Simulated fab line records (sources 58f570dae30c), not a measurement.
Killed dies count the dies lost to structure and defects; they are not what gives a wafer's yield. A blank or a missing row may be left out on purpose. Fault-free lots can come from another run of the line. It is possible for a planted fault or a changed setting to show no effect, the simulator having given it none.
fab line records | flow berkeleyCmos170
record: lots: 14 wafers: 42 lastDay: 13
route steps=331 shown SPACER@171
lots that met no fault: from a run of the same line without faults
startH: the number of hours between the record's first day and the start of the first shown wafer of the lot | waitH: hours since the lot's step before | " same as the row above | L1.1+2: a single row standing in for several wafers | - no value present, or no start provided | * or withheld: withheld | < > ~ a bound
route shown NAME@n: NAME is a module with steps in the file, n the number in the route of the first one | usual: mean and standard deviation over wafers with no fault | same: alike in all rows | chamber/n: place in a boat | sites: readings site by site | _std_site: the values' standard deviation | _edge_site: inner sites' mean taken away from outer sites' mean | radiusMm: for every site, how far away it sits from the centre of the wafer | mask NAME#n: copy n | behind: the most recent tool/chamber to have shaped the wafer | hold: what put the lot on hold/how long, in hours/how the hold closed | device: the n, p or np transistor that did not switch | end of line: tests run on the same wafers once the route is complete | for a step that has no rows: nothing shown but its recipe | killed: dies lost to structure and defects at the first sort, not the wafer's yield | map: the dies of a wafer, with x for killed, . for not killed, _ for no die there
set.NAME: the setting that was run; set.NAME@STEP: the one run at that earlier step | model.NAME: the simulator's own value behind a step, which no gauge read
a sample of lots followed through the steps of the route, with each step as a table and each wafer as a row
services: a tool's chamber out of use, with start hour (startH, from the record's first day; less than 0 if before it), hours out, and reason
== steps ==
step: UCB170_SPACER_CVD_00
recipe: material: SiO2 targetThkNm: 376 tempC: 390 precursor: TEOS/O2 timeS: 47 rfW: 550 pressureMtorr: 9000
usual: heaterPowerW: 274/50 rfFwdPowerW: 543.5/2.6
columns lot.wafer tool chamber startH waitH heaterPowerW rfFwdPowerW
L746.3 pecvd-03 0 160.50 0.0 199 542.8
L746.4 " 0 " " 216 542.1
L746.6 " 2 " " 358 542.4
L748.2 pecvd-02 1 160.50 0.0 215 538.6
L748.5 " 0 " " 285 541.8
L748.6 " 1 " " 237 541.0
L749.3 pecvd-01 0 160.50 0.0 233 550.1
L749.4 " 0 " " 249 545.7
L749.6 " 2 " " 278 541.7
L751.1 pecvd-03 1 169.50 0.0 288 544.8
L751.2 " 2 " " 346 543.3
L751.5 " 0 " " 238 540.6
L750.1 pecvd-01 1 170.23 0.0 230 547.9
L750.3 " 0 " " 260 548.5
L750.5 " 0 " " 266 545.7
L752.2 pecvd-03 2 185.71 0.0 392 538.9
L752.4 " 1 " " 252 545.5
L752.6 " 0 " " 260 544.1
L754.1 pecvd-02 1 186.44 0.0 259 541.7
L754.2 " 0 " " 360 539.8
L754.5 " 0 " " 360 541.9
L755.1 pecvd-03 2 187.33 0.0 391 540.6
L755.2 " 1 " " 313 545.5
L755.3 " 0 " " 226 540.9
L758.2 pecvd-01 2 219.97 0.0 261 545.1
L758.3 " 0 " " 353 328.9
L758.6 " 0 " " 365 325.7
L760.1 pecvd-01 1 220.01 0.0 221 545.1
L760.3 " 0 " " 364 325.1
L760.6 " 0 " " 370 325.8
L761.1 pecvd-02 2 220.01 0.0 267 547.0
L761.2 " 0 " " 341 540.4
L761.6 " 0 " " 344 541.5
L767.1 pecvd-03 1 258.97 0.0 270 546.5
L767.5 " 2 " " 289 542.7
L767.6 " 0 " " 252 539.7
L768.2 pecvd-02 0 259.71 0.0 254 537.4
L768.5 " 2 " " 282 546.6
L768.6 " 0 " " 280 538.1
L769.2 pecvd-02 2 265.02 0.0 292 545.2
L769.4 " 0 " " 325 539.0
L769.6 " 1 " " 265 541.8
step: UCB170_SPACER_THK_MEAS_01
recipe: reads: SiO2_of_SPACER_CVD_00
usual: SPACER_TEOS_THK: 378/4.6
columns lot.wafer tool chamber startH waitH SPACER_TEOS_THK[nm]
L746.3 filmMetro-01 - 160.62 0.1 375
L746.4 " - " " 386
L746.6 " - " " 378
L748.2 filmMetro-03 - 160.65 0.1 373
L748.5 " - " " 374
L748.6 " - " " 381
L749.3 filmMetro-01 - 160.68 0.2 375
L749.4 " - " " 377
L749.6 " - " " 375
L751.1 filmMetro-04 - 169.54 0.0 379
L751.2 " - " " 381
L751.5 " - " " 385
L750.1 filmMetro-01 - 170.27 0.0 377
L750.3 " - " " 370
L750.5 " - " " 380
L752.2 filmMetro-01 - 185.76 0.0 376
L752.4 " - " " 383
L752.6 " - " " 384
L754.1 filmMetro-04 - 186.48 0.0 380
L754.2 " - " " 373
L754.5 " - " " 379
L755.1 filmMetro-01 - 187.37 0.0 378
L755.2 " - " " 384
L755.3 " - " " 379
L758.2 filmMetro-03 - 220.02 0.0 374
L758.3 " - " " 322
L758.6 " - " " 328
L760.1 filmMetro-03 - 220.13 0.1 373
L760.3 " - " " 316
L760.6 " - " " 325
L761.1 filmMetro-01 - 220.17 0.1 376
L761.2 " - " " 371
L761.6 " - " " 374
L767.1 filmMetro-03 - 259.01 0.0 372
L767.5 " - " " 379
L767.6 " - " " 381
L768.2 filmMetro-01 - 259.76 0.0 374
L768.5 " - " " 383
L768.6 " - " " 380
L769.2 filmMetro-01 - 265.08 0.0 376
L769.4 " - " " 381
L769.6 " - " " 380
step: UCB170_SPACER_ETCHBACK_03
recipe: stopOn: Si target: SiO2 chemistry: CHF3/CF4/Ar CHF3_flow_sccm: 50 cf4FlowSccm: 10 Ar_flow_sccm: 120 pressureMtorr: 200 rfW: 500 targetDepthA: 3760 timeS: 100
usual: drypumpMotorCurrentA: 5.8/0.5 oesProductAu: 0.898/0.014 throttleValvePct: 6.42/0.1
columns lot.wafer tool chamber startH waitH drypumpMotorCurrentA oesProductAu rfHoursCounterH throttleValvePct
L746.3 rieDiel-04 2 169.03 0.0 6.0 0.885 106 6.28
L746.4 " 1 " " 5.1 0.916 0 6.58
L746.6 " 1 " " 5.0 0.899 - 6.58
L748.2 rieDiel-03 1 169.03 0.0 6.5 0.901 36 6.36
L748.5 " 2 " " 5.7 0.889 - 6.29
L748.6 " 3 " " 6.3 0.903 - 6.49
L749.3 rieDiel-01 1 169.03 0.0 5.9 0.894 18 6.46
L749.4 " 3 " " 6.1 0.930 - 6.47
L749.6 " 0 " " 5.1 0.877 - 6.55
L750.1 rieDiel-04 0 175.00 0.0 5.4 0.900 94 6.53
L750.3 " 2 " " 6.0 0.894 107 6.27
L750.5 " 3 " " 6.0 0.896 - 6.42
L751.1 rieDiel-03 3 175.00 0.0 6.3 0.898 2 6.45
L751.2 " 0 " " 5.4 0.912 131 6.40
L751.5 " 1 " " 6.4 0.919 - 6.36
L752.2 rieDiel-04 1 192.45 0.0 5.0 0.895 1 6.57
L752.4 " 3 " " 6.1 0.891 - 6.42
L752.6 " 1 " " 5.0 0.923 - 6.57
L754.1 rieDiel-03 0 192.45 0.0 5.4 0.911 132 6.42
L754.2 " 3 " " 6.3 0.887 2 6.47
L754.5 " 2 " " 5.7 0.894 - 6.30
L755.1 rieDiel-04 2 192.52 0.1 6.0 0.886 107 6.28
L755.2 " 1 " " 5.1 0.916 1 6.57
L755.3 " 3 " " 6.0 0.888 135 6.45
L758.2 rieDiel-04 0 225.54 0.0 5.4 0.901 95 6.51
L758.3 " 1 " " 5.0 0.797 3 6.55
L758.6 " 0 " " 5.4 0.816 - 6.52
L760.1 rieDiel-03 1 225.54 0.0 6.5 0.904 38 6.37
L760.3 " 0 " " 5.4 0.801 134 6.40
L760.6 " 2 " " 5.7 0.812 - 6.30
L761.1 rieDiel-04 2 225.61 0.1 6.0 0.890 108 6.28
L761.2 " 3 " " 6.0 0.871 136 6.42
L761.6 " 0 " " 5.4 0.896 - 6.51
L767.1 rieDiel-04 3 263.87 0.0 6.0 0.887 0 6.41
L767.5 " 0 " " 5.4 0.905 - 6.50
L767.6 " 1 " " 5.1 0.912 - 6.56
L768.2 rieDiel-03 2 263.87 0.0 5.6 0.885 21 6.30
L768.5 " 1 " " 6.4 0.915 - 6.38
L768.6 " 0 " " 5.4 0.915 - 6.40
L769.2 rieDiel-04 1 269.83 0.0 5.0 0.899 4 6.57
L769.4 " 2 " " 6.0 0.898 110 6.28
L769.6 " 1 " " 5.0 0.919 - 6.57
== services ==
columns tool chamber startH hours kind
rieDiel-01 0 142.50 6.1 repair
rieDiel-04 1 147.74 - clean
rieDiel-04 1 147.74 16.7 scheduledDown
rieDiel-04 1 147.74 16.7 ventCycle
pecvd-03 0 149.50 - clean
pecvd-03 1 149.50 - clean
pecvd-03 2 149.50 - clean
rieDiel-01 2 160.60 - clean
rieDiel-01 2 160.60 21.2 scheduledDown
rieDiel-01 2 160.60 21.2 ventCycle
pecvd-03 - 178.40 0.7 repair
rieDiel-03 1 179.15 15.9 repair
rieDiel-04 0 179.73 16.7 repair
pecvd-03 0 180.05 4.0 repair
rieDiel-04 3 195.17 5.8 repair
rieDiel-04 2 200.18 10.8 repair
pecvd-03 - 217.88 6.0 pm
rieDiel-04 3 229.26 - clean
rieDiel-04 3 229.26 20.4 scheduledDown
rieDiel-04 3 229.26 20.4 ventCycle
rieDiel-04 - 243.96 3.2 repair
pecvd-01 1 261.03 6.9 repair
rieDiel-03 2 267.16 10.2 repair
== key ==
firstSign: step: UCB170_SPACER_CVD_00 reading: rfFwdPowerW direction: down sigmas: 83 usual: 543.5 struck: 326.4
effect: step: UCB170_SPACER_CVD_00 reading: heaterPowerW direction: up sigmas: 1.8 usual: 274 struck: 363
effect: step: UCB170_SPACER_THK_MEAS_01 reading: SPACER_TEOS_THK direction: down sigmas: 12 usual: 378 struck: 323
effect: step: UCB170_SPACER_ETCHBACK_03 reading: oesProductAu direction: down sigmas: 6.5 usual: 0.898 struck: 0.807
metAt UCB170_SPACER_CVD_00
struckLots L758,L760
struckWafers L758.3,L758.6,L760.3,L760.6
testerLeftOut L758,L760
onsetBetween 170.23 219.97
fault: kind: processParameterDrift tool: pecvd-01 chamber: 0 onsetH: 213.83 steps: UCB170_SPACER_CVD_00 channel: rfW offset: -220 shape: step endH: 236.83 actsIn: theseRecipesOnly stated: 550
testerLeftOut: of these lots the tester's yield and bins aren't shown, on N5 and GAA mostly nor the transistor test; their killed dies are dies lost to structure and defects alone, not to doping, threshold or leakage, so they don't give the yield
